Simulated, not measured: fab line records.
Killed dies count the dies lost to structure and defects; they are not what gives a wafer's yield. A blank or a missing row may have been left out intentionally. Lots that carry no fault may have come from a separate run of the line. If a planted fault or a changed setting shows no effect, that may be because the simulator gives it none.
fab line records + flow berkeley_cmos170
record:
- lots: 12
- wafers: 36
- last_day: 11
route steps=331 shown GATE@125
lots that met no fault: from a run of the same line without faults
start_h: the number of hours between the record's first day and the start of the first shown wafer of the lot + wait_h: how many hours have passed since the lot's step before this one + " unchanged from the row above + L1.1+2: a row that stands for several wafers + - value missing, or start not given + * or withheld: withheld + < > ~ a bound
route shown NAME@n: a module of which the file shows steps, and the number in the route of the first + usual: mean and standard deviation over wafers with no fault + same: alike in all rows + chamber/n: place in a boat + sites: the reading at each site + _std_site: how widely they spread, as a standard deviation + _edge_site: mean of outer sites minus mean of inner sites + radius_mm: for every site, how far away it sits from the centre of the wafer + mask NAME#n: copy n + behind: the most recent tool/chamber to have shaped the wafer + hold: cause of the lot's hold/its duration in hours/its outcome + device: names the non-switching transistor (n, p or np) + end of line: tests run on the same wafers once the route is complete + a step given without rows: its recipe and nothing more + killed: at the first sort, the dies lost to defects and structure; wafer yield is something else + map: a wafer's dies, marking killed ones x, the rest . and places with no die _
set.NAME: the run value of the setting; set.NAME@STEP: its run value at that earlier step + model.NAME: the simulator's own value behind a step, which no gauge read
steps of the route over a sample of lots; a table a step, a row a wafer
== steps ==
step: UCB170_GATE_WET_ETCH_00
recipe:
- chemistry: dHF
- dilution: 25:1
- target: SiO2
- temp_c: 25
- time_s: 200
usual:
- run_length_s: 228/3.8
| lot.wafer | tool         | chamber | start_h | wait_h | run_length_s |
|-----------|--------------|---------|---------|--------|--------------|
| L380.3    | wet_bench-03 | 1       | 112.66  | 0.5    | 234          |
| L380.5    | "            | 1       | "       | "      | 234          |
| L380.6    | "            | 1       | "       | "      | 234          |
| L381.2    | wet_bench-03 | 0       | 112.66  | 0.8    | 234          |
| L381.3    | "            | 0       | "       | "      | 234          |
| L381.6    | "            | 0       | "       | "      | 234          |
| L379.1    | wet_bench-03 | 3       | 112.92  | 0.2    | 231          |
| L379.4    | "            | 3       | "       | "      | 231          |
| L379.6    | "            | 3       | "       | "      | 231          |
| L383.3    | wet_bench-02 | 2       | 134.29  | 0.0    | 225          |
| L383.5    | "            | 2       | "       | "      | 225          |
| L383.6    | "            | 2       | "       | "      | 225          |
| L382.1    | wet_bench-02 | 0       | 135.01  | 0.1    | 231          |
| L382.3    | "            | 0       | "       | "      | 231          |
| L382.4    | "            | 0       | "       | "      | 231          |
| L384.1    | wet_bench-02 | 0       | 137.98  | 0.1    | 231          |
| L384.5    | "            | 0       | "       | "      | 231          |
| L384.6    | "            | 0       | "       | "      | 231          |
| L385.1    | wet_bench-02 | 3       | 143.12  | 0.1    | 352          |
| L385.3    | "            | 3       | "       | "      | 352          |
| L385.4    | "            | 3       | "       | "      | 352          |
| L387.1    | wet_bench-02 | 3       | 159.52  | 0.1    | 344          |
| L387.4    | "            | 3       | "       | "      | 344          |
| L387.5    | "            | 3       | "       | "      | 344          |
| L386.4    | wet_bench-02 | 3       | 159.87  | 0.0    | 344          |
| L386.5    | "            | 3       | "       | "      | 344          |
| L386.6    | "            | 3       | "       | "      | 344          |
| L398.2    | wet_bench-03 | 1       | 210.26  | 0.0    | 226          |
| L398.3    | "            | 1       | "       | "      | 226          |
| L398.4    | "            | 1       | "       | "      | 226          |
| L401.1    | wet_bench-03 | 0       | 212.71  | 0.1    | 225          |
| L401.3    | "            | 0       | "       | "      | 225          |
| L401.5    | "            | 0       | "       | "      | 225          |
| L402.1    | wet_bench-01 | 2       | 213.13  | 0.1    | 225          |
| L402.4    | "            | 2       | "       | "      | 225          |
| L402.5    | "            | 2       | "       | "      | 225          |
== key ==
first_sign:
- step: UCB170_GATE_WET_ETCH_00
- reading: run_length_s
- direction: up
- sigmas: 32
- usual: *
- struck: *
effect none on later readings
met_at UCB170_GATE_WET_ETCH_00
struck_lots L385,L386,L387
tester_left_out L385,L386,L387
onset_between 137.98 143.12
fault:
- kind: process_parameter_drift
- tool: wet_bench-02
- chamber: -
- onset_h: 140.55
- steps: UCB170_GATE_WET_ETCH_00
- channel: time_s
- offset: *
- shape: step
- end_h: 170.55
- acts_in: *
- stated: *
tester_left_out: of these lots the tester's yield and bins aren't shown, on N5 and GAA mostly nor the transistor test; their killed dies are dies lost to structure and defects alone, not to doping, threshold or leakage, so they don't give the yield
